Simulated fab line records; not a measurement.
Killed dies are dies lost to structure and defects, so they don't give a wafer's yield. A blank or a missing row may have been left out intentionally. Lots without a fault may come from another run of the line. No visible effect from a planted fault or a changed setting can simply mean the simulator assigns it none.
fab line records + flow berkeley_cmos170
record
- lots=5
- wafers=15
- last_day=12
route steps=331 shown CONTACT@218
lots that met no fault: taken from a fault-free run of the same line
start_h: the number of hours between the record's first day and the start of the first shown wafer of the lot + wait_h: how many hours have passed since the lot's step before this one + " repeats the value in the row above + L1.1+2: a row that stands for several wafers + - no value, or no start was given + * or withheld: withheld + < > ~ a bound
route shown NAME@n: NAME is a module with steps in the file, n the number in the route of the first one + usual: the fault-free wafers' mean and standard deviation + same: alike in all rows + chamber/n: place in a boat + sites: readings site by site + _std_site: the standard deviation of these + _edge_site: mean of outer sites minus mean of inner sites + radius_mm: how far each site lies from the wafer's centre + mask NAME#n: copy n + behind: the most recent tool/chamber to have shaped the wafer + hold: reason for holding the lot/hours on hold/outcome of the hold + device: names the non-switching transistor (n, p or np) + end of line: the same wafers' tests at the end of the route + for a step that has no rows: nothing shown but its recipe + killed: at the first sort, the dies lost to defects and structure; wafer yield is something else + map: the dies of a wafer, with x for killed, . for not killed, _ for no die there
set.NAME: the setting as run; set.NAME@STEP: as run at that earlier step + model.NAME: the simulator's own value behind a step, which no gauge read
a table for each step, a row for each wafer; lots at some steps of the route
services: when a tool's chamber went out of use (start_h, in hours from the record's first day, below 0 if earlier), for how many hours, and the reason
## steps
# step UCB170_CONTACT_THK_MEAS_02
# recipe
- reads=PSG_of_CONTACT_CVD_01
# usual
- CONTACT_PSG_THK=703/6.9
| lot.wafer | tool          | chamber | start_h | wait_h | CONTACT_PSG_THK[nm] |
|-----------|---------------|---------|---------|--------|---------------------|
| L076.1    | film_metro-01 | -       | 166.56  | 0.0    | 704                 |
| L076.2    | "             | -       | "       | "      | 704                 |
| L076.5    | "             | -       | "       | "      | 709                 |
| L084.2    | film_metro-01 | -       | 195.11  | 0.0    | 696                 |
| L084.3    | "             | -       | "       | "      | 700                 |
| L084.5    | "             | -       | "       | "      | 703                 |
| L083.1    | film_metro-01 | -       | 196.89  | 0.0    | 718                 |
| L083.3    | "             | -       | "       | "      | 716                 |
| L083.6    | "             | -       | "       | "      | 720                 |
| L087.1    | film_metro-04 | -       | 225.49  | 0.0    | 698                 |
| L087.4    | "             | -       | "       | "      | 700                 |
| L087.6    | "             | -       | "       | "      | 696                 |
| L094.1    | film_metro-04 | -       | 260.24  | 0.0    | 704                 |
| L094.3    | "             | -       | "       | "      | 709                 |
| L094.5    | "             | -       | "       | "      | 715                 |
# step UCB170_CONTACT_HMDS_03
# recipe
- prime_time_s=60
- prime_temp_c=100
| lot.wafer  | tool           | chamber | start_h | wait_h |
|------------|----------------|---------|---------|--------|
| L076.1+2+5 | litho_track-01 | 0       | 166.62  | 0.1    |
| L084.2+3+5 | litho_track-01 | 0       | 195.19  | 0.1    |
| L083.1+3+6 | litho_track-01 | 0       | 196.95  | 0.1    |
| L087.1+4+6 | litho_track-04 | 0       | 225.77  | 0.3    |
| L094.1+3+5 | litho_track-04 | 0       | 260.30  | 0.1    |
# step UCB170_CONTACT_COAT_04
# recipe
- resist=KrF
- spin_rpm=1500
- resist_thk_nm=900
| lot.wafer  | tool           | chamber | start_h | wait_h |
|------------|----------------|---------|---------|--------|
| L076.1+2+5 | litho_track-01 | 0       | 166.77  | 0.1    |
| L084.2+3+5 | litho_track-01 | 0       | 195.34  | 0.1    |
| L083.1+3+6 | litho_track-01 | 0       | 197.10  | 0.1    |
| L087.1+4+6 | litho_track-04 | 0       | 225.92  | 0.1    |
| L094.1+3+5 | litho_track-04 | 0       | 260.45  | 0.1    |
# step UCB170_CONTACT_SOFTBAKE_05
# recipe
- resist=KrF
- temp_c=130
- time_s=60
| lot.wafer  | tool           | chamber | start_h | wait_h |
|------------|----------------|---------|---------|--------|
| L076.1+2+5 | litho_track-01 | 0       | 166.92  | 0.1    |
| L084.2+3+5 | litho_track-01 | 0       | 195.49  | 0.1    |
| L083.1+3+6 | litho_track-01 | 0       | 197.25  | 0.1    |
| L087.1+4+6 | litho_track-04 | 0       | 226.07  | 0.1    |
| L094.1+3+5 | litho_track-04 | 0       | 260.60  | 0.1    |
# step UCB170_CONTACT_STRIP_06
# recipe
- chemistry=O2
- power_w=400
- pressure_mtorr=3500
- platen_temp_c=withheld
- o2_flow_sccm=400
- overash_fraction=0.5
# usual
- chamber_pressure_mTorr=3500/3.3
- drypump_motor_current_A=5.9/0.51
- oes_product_au=0.735/0.0044
- strip_time_to_endpoint_s=21.96/0.062
| lot.wafer | tool            | chamber | start_h | wait_h | chamber_pressure_mTorr | drypump_motor_current_A | oes_product_au | rf_hours_counter_h | strip_time_to_endpoint_s |
|-----------|-----------------|---------|---------|--------|------------------------|-------------------------|----------------|--------------------|--------------------------|
| L076.1    | plasma_asher-01 | 0       | 167.07  | 0.1    | 3503                   | 5.5                     | 0.735          | 45                 | 22.02                    |
| L076.2    | "               | 1       | "       | "      | 3501                   | 5.9                     | 0.731          | 45                 | 21.96                    |
| L076.5    | "               | 0       | "       | "      | 3496                   | 5.5                     | 0.733          | -                  | 21.98                    |
| L084.2    | plasma_asher-03 | 0       | 195.61  | 0.1    | 3497                   | 6.6                     | 0.735          | 46                 | 22.00                    |
| L084.3    | "               | 0       | "       | "      | 3501                   | 6.6                     | 0.740          | -                  | 21.94                    |
| L084.5    | "               | 1       | "       | "      | 3503                   | 6.0                     | 0.733          | -                  | 21.95                    |
| L083.1    | plasma_asher-02 | 0       | 197.40  | 0.1    | 3499                   | 6.2                     | 0.736          | 9                  | 21.90                    |
| L083.3    | "               | 0       | "       | "      | 3505                   | 6.2                     | 0.736          | -                  | 21.86                    |
| L083.6    | "               | 1       | "       | "      | 3502                   | 5.0                     | 0.734          | -                  | 21.92                    |
| L087.1    | plasma_asher-03 | 0       | 226.22  | 0.1    | 3499                   | 6.6                     | 0.739          | 49                 | 22.01                    |
| L087.4    | "               | 0       | "       | "      | 3492                   | 6.6                     | 0.732          | -                  | 22.04                    |
| L087.6    | "               | 1       | "       | "      | 3498                   | 6.0                     | 0.733          | -                  | 21.97                    |
| L094.1    | plasma_asher-01 | 0       | 260.75  | 0.1    | 3499                   | 5.5                     | 0.732          | 57                 | 21.97                    |
| L094.3    | "               | 0       | "       | "      | 3502                   | 5.5                     | 0.722          | -                  | 22.02                    |
| L094.5    | "               | 1       | "       | "      | 3497                   | 5.9                     | 0.733          | -                  | 21.97                    |
# step UCB170_CONTACT_CLEAN_07
# recipe
- chemistry=SPM
- temp_c=120
- time_s=600
| lot.wafer  | tool         | chamber | start_h | wait_h |
|------------|--------------|---------|---------|--------|
| L076.1+2+5 | wet_bench-04 | 1       | 167.69  | 0.6    |
| L084.2+3+5 | wet_bench-03 | 3       | 195.71  | 0.1    |
| L083.1+3+6 | wet_bench-03 | 2       | 197.50  | 0.1    |
| L087.1+4+6 | wet_bench-01 | 0       | 226.32  | 0.1    |
| L094.1+3+5 | wet_bench-03 | 0       | 260.85  | 0.1    |
# step UCB170_CONTACT_RTA_08
# recipe
- temp_c=900
- time_s=10
- ambient=N2
# usual
- lamp_power_pct=23.3/0.59
- wafer_temp_C_max=904.3/1.1
| lot.wafer | tool          | chamber | start_h | wait_h | lamp_power_pct | wafer_temp_C_max |
|-----------|---------------|---------|---------|--------|----------------|------------------|
| L076.1    | rtp_anneal-01 | 0       | 167.87  | 0.0    | 22.6           | 902.5            |
| L076.2    | "             | 0       | "       | "      | 22.6           | 904.4            |
| L076.5    | "             | 0       | "       | "      | 22.6           | 903.0            |
| L084.2    | rtp_anneal-01 | 0       | 195.90  | 0.0    | 22.7           | 903.8            |
| L084.3    | "             | 0       | "       | "      | 22.6           | 904.6            |
| L084.5    | "             | 0       | "       | "      | 22.6           | 904.2            |
| L083.1    | rtp_anneal-01 | 0       | 197.67  | 0.0    | 22.6           | 903.1            |
| L083.3    | "             | 0       | "       | "      | 22.6           | 904.3            |
| L083.6    | "             | 0       | "       | "      | 22.6           | 903.3            |
| L087.1    | rtp_anneal-02 | 0       | 226.50  | 0.0    | 23.8           | 904.2            |
| L087.4    | "             | 0       | "       | "      | 23.8           | 905.4            |
| L087.6    | "             | 0       | "       | "      | 23.8           | 905.0            |
| L094.1    | rtp_anneal-01 | 0       | 261.04  | 0.0    | 22.6           | 903.7            |
| L094.3    | "             | 0       | "       | "      | 22.6           | 903.7            |
| L094.5    | "             | 0       | "       | "      | 22.6           | 903.1            |
# step UCB170_CONTACT_COAT_09
# recipe
- resist=BARC
- temp_c=withheld
- time_s=withheld
- spin_rpm=3000
- resist_thk_nm=withheld
| lot.wafer  | tool           | chamber | start_h | wait_h |
|------------|----------------|---------|---------|--------|
| L076.1+2+5 | litho_track-04 | 0       | 167.99  | 0.1    |
| L084.2+3+5 | litho_track-01 | 0       | 195.98  | 0.1    |
| L083.1+3+6 | litho_track-04 | 0       | 197.74  | 0.1    |
| L087.1+4+6 | litho_track-03 | 0       | 226.56  | 0.1    |
| L094.1+3+5 | litho_track-01 | 0       | 261.11  | 0.1    |
# step UCB170_CONTACT_COAT_10
# recipe
- resist=KrF
- spin_rpm=1500
- resist_thk_nm=900
| lot.wafer  | tool           | chamber | start_h | wait_h |
|------------|----------------|---------|---------|--------|
| L076.1+2+5 | litho_track-04 | 0       | -       | -      |
| L084.2+3+5 | litho_track-01 | 0       | -       | -      |
| L083.1+3+6 | litho_track-04 | 0       | -       | -      |
| L087.1+4+6 | litho_track-03 | 0       | -       | -      |
| L094.1+3+5 | litho_track-01 | 0       | -       | -      |
# step UCB170_CONTACT_SOFTBAKE_11
# recipe
- resist=KrF
- temp_c=130
- time_s=60
| lot.wafer  | tool           | chamber | start_h | wait_h |
|------------|----------------|---------|---------|--------|
| L076.1+2+5 | litho_track-04 | 0       | -       | -      |
| L084.2+3+5 | litho_track-01 | 0       | -       | -      |
| L083.1+3+6 | litho_track-04 | 0       | -       | -      |
| L087.1+4+6 | litho_track-03 | 0       | -       | -      |
| L094.1+3+5 | litho_track-01 | 0       | -       | -      |
# step UCB170_CONTACT_EXPOSE_12
# recipe
- mask_id=CONT
- target_cd_nm=700
- na=0.5
- sigma_outer=0.6
- source_shape=conventional
- dose_mj=35
| lot.wafer  | tool           | chamber | start_h | wait_h | mask   |
|------------|----------------|---------|---------|--------|--------|
| L076.1+2+5 | krf_scanner-01 | 0       | 168.62  | -      | CONT#0 |
| L084.2+3+5 | krf_scanner-02 | 0       | 196.43  | -      | CONT#0 |
| L083.1+3+6 | krf_scanner-01 | 0       | 198.19  | -      | CONT#0 |
| L087.1+4+6 | krf_scanner-02 | 0       | 227.01  | -      | CONT#0 |
| L094.1+3+5 | krf_scanner-01 | 0       | 261.56  | -      | CONT#0 |
# step UCB170_CONTACT_PEB_13
# recipe
- peb_temp_c=130
- peb_time_s=withheld
- resist=KrF
| lot.wafer  | tool           | chamber | start_h | wait_h |
|------------|----------------|---------|---------|--------|
| L076.1+2+5 | litho_track-04 | 0       | 168.74  | 0.1    |
| L084.2+3+5 | litho_track-01 | 0       | 196.55  | 0.1    |
| L083.1+3+6 | litho_track-03 | 0       | 198.31  | 0.1    |
| L087.1+4+6 | litho_track-01 | 0       | 227.47  | 0.4    |
| L094.1+3+5 | litho_track-03 | 0       | 261.67  | 0.1    |
# step UCB170_CONTACT_DEVELOP_14
# recipe
- developer=TMAH
- develop_time_s=45
- resist=KrF
- dev_temp_c=21
| lot.wafer  | tool           | chamber | start_h | wait_h |
|------------|----------------|---------|---------|--------|
| L076.1+2+5 | litho_track-04 | 0       | -       | -      |
| L084.2+3+5 | litho_track-01 | 0       | -       | -      |
| L083.1+3+6 | litho_track-03 | 0       | -       | -      |
| L087.1+4+6 | litho_track-01 | 0       | -       | -      |
| L094.1+3+5 | litho_track-03 | 0       | -       | -      |
# step UCB170_CONTACT_CD_MEAS_15
# recipe
- target_cd_nm=700
# usual
- cd_nm=700.0/1.4
| lot.wafer | tool      | chamber | start_h | wait_h | cd_nm |
|-----------|-----------|---------|---------|--------|-------|
| L076.1    | cd_sem-02 | -       | 169.02  | -      | 699.6 |
| L076.2    | "         | -       | "       | "      | 698.4 |
| L076.5    | "         | -       | "       | "      | 699.9 |
| L084.2    | cd_sem-01 | -       | 196.82  | -      | 699.3 |
| L084.3    | "         | -       | "       | "      | 698.8 |
| L084.5    | "         | -       | "       | "      | 699.4 |
| L083.1    | cd_sem-02 | -       | 198.58  | -      | 698.2 |
| L083.3    | "         | -       | "       | "      | 698.5 |
| L083.6    | "         | -       | "       | "      | 698.0 |
| L087.1    | cd_sem-01 | -       | 227.75  | -      | 701.7 |
| L087.4    | "         | -       | "       | "      | 700.9 |
| L087.6    | "         | -       | "       | "      | 701.1 |
| L094.1    | cd_sem-01 | -       | 261.95  | -      | 701.4 |
| L094.3    | "         | -       | "       | "      | 699.6 |
| L094.5    | "         | -       | "       | "      | 700.7 |
# step UCB170_CONTACT_OVL_MEAS_16
# usual
- CONTACT_OVL=-1/4.7
| lot.wafer | tool       | chamber | start_h | wait_h | CONTACT_OVL[nm] |
|-----------|------------|---------|---------|--------|-----------------|
| L076.1    | overlay-01 | -       | 169.14  | 0.1    | -4              |
| L076.2    | "          | -       | "       | "      | -7              |
| L076.5    | "          | -       | "       | "      | -2              |
| L084.2    | overlay-02 | -       | 196.92  | 0.1    | -7              |
| L084.3    | "          | -       | "       | "      | -8              |
| L084.5    | "          | -       | "       | "      | -8              |
| L083.1    | overlay-01 | -       | 198.70  | 0.1    | 1               |
| L083.3    | "          | -       | "       | "      | 6               |
| L083.6    | "          | -       | "       | "      | 3               |
| L087.1    | overlay-01 | -       | 227.87  | 0.1    | 3               |
| L087.4    | "          | -       | "       | "      | 1               |
| L087.6    | "          | -       | "       | "      | -4              |
| L094.1    | overlay-01 | -       | 262.07  | 0.1    | 2               |
| L094.3    | "          | -       | "       | "      | 10              |
| L094.5    | "          | -       | "       | "      | 2               |
# step UCB170_CONTACT_ETCH_17
# recipe
- chemistry=N2/H2
- target_depth_a=withheld
- overetch_a=withheld
- target=BARC
- time_s=withheld
- source_w=500
- bias_w=100
- pressure_mtorr=30
- n2_flow_sccm=100
- h2_flow_sccm=200
# usual
- bias_w=100.00/0.29
- chamber_pressure_mTorr=29.999/0.028
- drypump_motor_current_A=5.7/0.49
- n2_flow_sccm=100.0/0.31
- oes_product_au=0.993/0.024
- throttle_valve_pct=13.24/0.2
| lot.wafer | tool        | chamber | start_h | wait_h | bias_w | chamber_pressure_mTorr | drypump_motor_current_A | n2_flow_sccm | oes_product_au | throttle_valve_pct |
|-----------|-------------|---------|---------|--------|--------|------------------------|-------------------------|--------------|----------------|--------------------|
| L076.1    | rie_diel-03 | 0       | 169.18  | 0.0    | 100.34 | 30.028                 | 5.2                     | 100.2        | 0.996          | 13.21              |
| L076.2    | "           | 2       | "       | "      | 99.92  | 30.011                 | 6.1                     | 100.0        | 1.021          | 12.92              |
| L076.5    | "           | 3       | "       | "      | 100.22 | 30.040                 | 5.6                     | 99.9         | 0.975          | 13.35              |
| L084.2    | rie_diel-04 | 0       | 196.95  | 0.0    | 100.52 | 29.979                 | 5.1                     | 99.9         | 1.002          | 13.19              |
| L084.3    | "           | 2       | "       | "      | 100.35 | 30.013                 | 5.0                     | 99.9         | 1.015          | 13.28              |
| L084.5    | "           | 1       | "       | "      | 100.44 | 30.007                 | 6.4                     | 100.0        | 0.993          | 13.22              |
| L083.1    | rie_diel-03 | 0       | 198.74  | 0.0    | 99.77  | 29.987                 | 5.2                     | 100.1        | 0.997          | 13.21              |
| L083.3    | "           | 2       | "       | "      | 100.07 | 30.009                 | 6.1                     | 100.1        | 1.032          | 12.94              |
| L083.6    | "           | 3       | "       | "      | 100.17 | 30.000                 | 5.6                     | 99.7         | 0.977          | 13.34              |
| L087.1    | rie_diel-04 | 2       | 227.90  | 0.0    | 100.16 | 30.001                 | 5.0                     | 100.6        | 1.023          | 13.32              |
| L087.4    | "           | 0       | "       | "      | 99.73  | 30.013                 | 5.1                     | 99.8         | 0.998          | 13.21              |
| L087.6    | "           | 3       | "       | "      | 100.14 | 29.996                 | 5.4                     | 100.4        | 0.989          | 13.64              |
| L094.1    | rie_diel-01 | 0       | 262.10  | 0.0    | 100.58 | 30.040                 | 6.6                     | 99.8         | 1.020          | 13.39              |
| L094.3    | "           | 3       | "       | "      | 100.10 | 30.031                 | 6.0                     | 99.9         | 0.965          | 13.47              |
| L094.5    | "           | 0       | "       | "      | 100.09 | 30.022                 | 6.5                     | 100.1        | 1.018          | 13.37              |
# step UCB170_CONTACT_ETCH_18
# recipe
- chemistry=CHF3/CF4/Ar
- target=PSG
- stop_on=TiSi2
- CHF3_flow_sccm=45
- cf4_flow_sccm=15
- Ar_flow_sccm=150
- pressure_mtorr=200
- rf_w=700
- target_depth_a=8400
- over_etch_frac=0.2
- time_s=195
# usual
- chamber_pressure_mTorr=200.00/0.19
- drypump_motor_current_A=5.7/0.5
- oes_product_au=0.893/0.018
- throttle_valve_pct=6.90/0.12
| lot.wafer | tool        | chamber | start_h | wait_h | chamber_pressure_mTorr | drypump_motor_current_A | oes_product_au | rf_hours_counter_h | throttle_valve_pct |
|-----------|-------------|---------|---------|--------|------------------------|-------------------------|----------------|--------------------|--------------------|
| L076.1    | rie_diel-03 | 0       | -       | -      | 200.12                 | 5.2                     | 0.907          | 13                 | 6.84               |
| L076.2    | "           | 2       | "       | "      | 199.98                 | 6.1                     | 0.918          | 65                 | 6.74               |
| L076.5    | "           | 3       | "       | "      | 199.99                 | 5.6                     | 0.901          | -                  | 6.95               |
| L084.2    | rie_diel-04 | 0       | -       | -      | 200.06                 | 5.1                     | 0.899          | 6                  | 6.94               |
| L084.3    | "           | 2       | "       | "      | 199.80                 | 5.0                     | 0.897          | 59                 | 6.96               |
| L084.5    | "           | 1       | "       | "      | 199.89                 | 6.4                     | 0.903          | -                  | 6.89               |
| L083.1    | rie_diel-03 | 0       | -       | -      | 200.09                 | 5.2                     | 0.919          | 15                 | 6.84               |
| L083.3    | "           | 2       | "       | "      | 199.87                 | 6.1                     | 0.937          | 67                 | 6.74               |
| L083.6    | "           | 3       | "       | "      | 199.85                 | 5.6                     | 0.905          | -                  | 6.93               |
| L087.1    | rie_diel-04 | 2       | -       | -      | 200.05                 | 5.0                     | 0.892          | 61                 | 6.97               |
| L087.4    | "           | 0       | "       | "      | 199.82                 | 5.1                     | 0.903          | 7                  | 6.94               |
| L087.6    | "           | 3       | "       | "      | 200.04                 | 5.4                     | 0.872          | -                  | 7.18               |
| L094.1    | rie_diel-01 | 0       | -       | -      | 199.70                 | 6.6                     | 0.896          | 1                  | 6.98               |
| L094.3    | "           | 3       | "       | "      | 199.49                 | 5.9                     | 0.884          | 82                 | 6.98               |
| L094.5    | "           | 0       | "       | "      | 199.87                 | 6.6                     | 0.908          | -                  | 6.97               |
# step UCB170_CONTACT_STRIP_19
# recipe
- chemistry=O2
- power_w=400
- pressure_mtorr=3500
- platen_temp_c=withheld
- o2_flow_sccm=400
- overash_fraction=0.5
# usual
- chamber_pressure_mTorr=3500/3.1
- drypump_motor_current_A=5.8/0.47
- oes_product_au=0.725/0.0045
| lot.wafer | tool            | chamber | start_h | wait_h | chamber_pressure_mTorr | drypump_motor_current_A | oes_product_au | rf_hours_counter_h |
|-----------|-----------------|---------|---------|--------|------------------------|-------------------------|----------------|--------------------|
| L076.1    | plasma_asher-03 | 1       | 169.34  | -      | 3500                   | 6.0                     | 0.723          | 43                 |
| L076.2    | "               | 0       | "       | "      | 3500                   | 6.6                     | 0.724          | 43                 |
| L076.5    | "               | 0       | "       | "      | 3500                   | 6.6                     | 0.727          | -                  |
| L084.2    | plasma_asher-01 | 1       | 197.12  | -      | 3505                   | 5.9                     | 0.733          | 49                 |
| L084.3    | "               | 1       | "       | "      | 3504                   | 5.9                     | 0.718          | -                  |
| L084.5    | "               | 0       | "       | "      | 3498                   | 5.6                     | 0.729          | -                  |
| L083.1    | plasma_asher-01 | 0       | 198.90  | -      | 3504                   | 5.5                     | 0.720          | 49                 |
| L083.3    | "               | 0       | "       | "      | 3493                   | 5.6                     | 0.734          | -                  |
| L083.6    | "               | 1       | "       | "      | 3499                   | 5.9                     | 0.723          | -                  |
| L087.1    | plasma_asher-03 | 0       | 228.07  | -      | 3503                   | 6.6                     | 0.727          | 49                 |
| L087.4    | "               | 0       | "       | "      | 3497                   | 6.6                     | 0.729          | -                  |
| L087.6    | "               | 0       | "       | "      | 3502                   | 6.6                     | 0.726          | -                  |
| L094.1    | plasma_asher-01 | 0       | 262.27  | -      | 3499                   | 5.5                     | 0.719          | 57                 |
| L094.3    | "               | 1       | "       | "      | 3501                   | 5.9                     | 0.733          | -                  |
| L094.5    | "               | 0       | "       | "      | 3504                   | 5.6                     | 0.721          | -                  |
# step UCB170_CONTACT_CD_MEAS_90
# recipe
- target_cd_nm=700
# usual
- cd_nm=699.9/1.6
| lot.wafer | tool      | chamber | start_h | wait_h | cd_nm |
|-----------|-----------|---------|---------|--------|-------|
| L076.1    | cd_sem-02 | -       | 169.74  | 0.4    | 699.0 |
| L076.2    | "         | -       | "       | "      | 698.5 |
| L076.5    | "         | -       | "       | "      | 700.8 |
| L084.2    | cd_sem-01 | -       | 197.24  | 0.1    | 697.6 |
| L084.3    | "         | -       | "       | "      | 699.9 |
| L084.5    | "         | -       | "       | "      | 699.6 |
| L083.1    | cd_sem-02 | -       | 199.00  | 0.1    | 696.8 |
| L083.3    | "         | -       | "       | "      | 698.6 |
| L083.6    | "         | -       | "       | "      | 698.5 |
| L087.1    | cd_sem-02 | -       | 228.17  | 0.1    | 701.3 |
| L087.4    | "         | -       | "       | "      | 698.6 |
| L087.6    | "         | -       | "       | "      | 700.5 |
| L094.1    | cd_sem-02 | -       | 262.37  | 0.1    | 701.6 |
| L094.3    | "         | -       | "       | "      | 699.0 |
| L094.5    | "         | -       | "       | "      | 700.6 |
## services
| tool            | chamber | start_h | hours | kind           |
|-----------------|---------|---------|-------|----------------|
| rtp_anneal-02   | -       | 146.49  | 4.5   | pm             |
| krf_scanner-01  | -       | 156.09  | 1.0   | pm             |
| krf_scanner-01  | -       | 157.09  | 4.0   | pm             |
| rie_diel-04     | 3       | 174.28  | 3.3   | repair         |
| krf_scanner-02  | -       | 177.79  | 1.3   | pm             |
| rie_diel-03     | 1       | 181.93  | 5.6   | repair         |
| rie_diel-01     | 1       | 188.03  | 9.4   | repair         |
| rie_diel-01     | 2       | 191.05  | 14.4  | repair         |
| krf_scanner-01  | -       | 191.59  | 1.3   | pm             |
| krf_scanner-02  | 0       | 195.38  | -     | calibration    |
| plasma_asher-01 | -       | 199.44  | 0.4   | repair         |
| rie_diel-01     | 1       | 206.89  | 10.9  | repair         |
| rie_diel-01     | 0       | 208.76  | 4.3   | repair         |
| plasma_asher-01 | -       | 213.65  | 0.5   | repair         |
| rie_diel-01     | 0       | 217.74  | -     | clean          |
| rie_diel-01     | 0       | 217.74  | 25.3  | scheduled_down |
| rie_diel-01     | 0       | 217.74  | 25.3  | vent_cycle     |
| wet_bench-04    | -       | 219.37  | 1.9   | pm             |
| krf_scanner-02  | -       | 225.50  | 1.0   | pm             |
| rie_diel-01     | -       | 225.92  | 2.8   | pm             |
| krf_scanner-02  | -       | 238.27  | 0.8   | pm             |
| plasma_asher-03 | -       | 246.54  | 13.5  | repair         |
| rie_diel-04     | 0       | 247.03  | 5.3   | repair         |
| krf_scanner-01  | -       | 253.09  | 0.8   | pm             |
## key
fault none
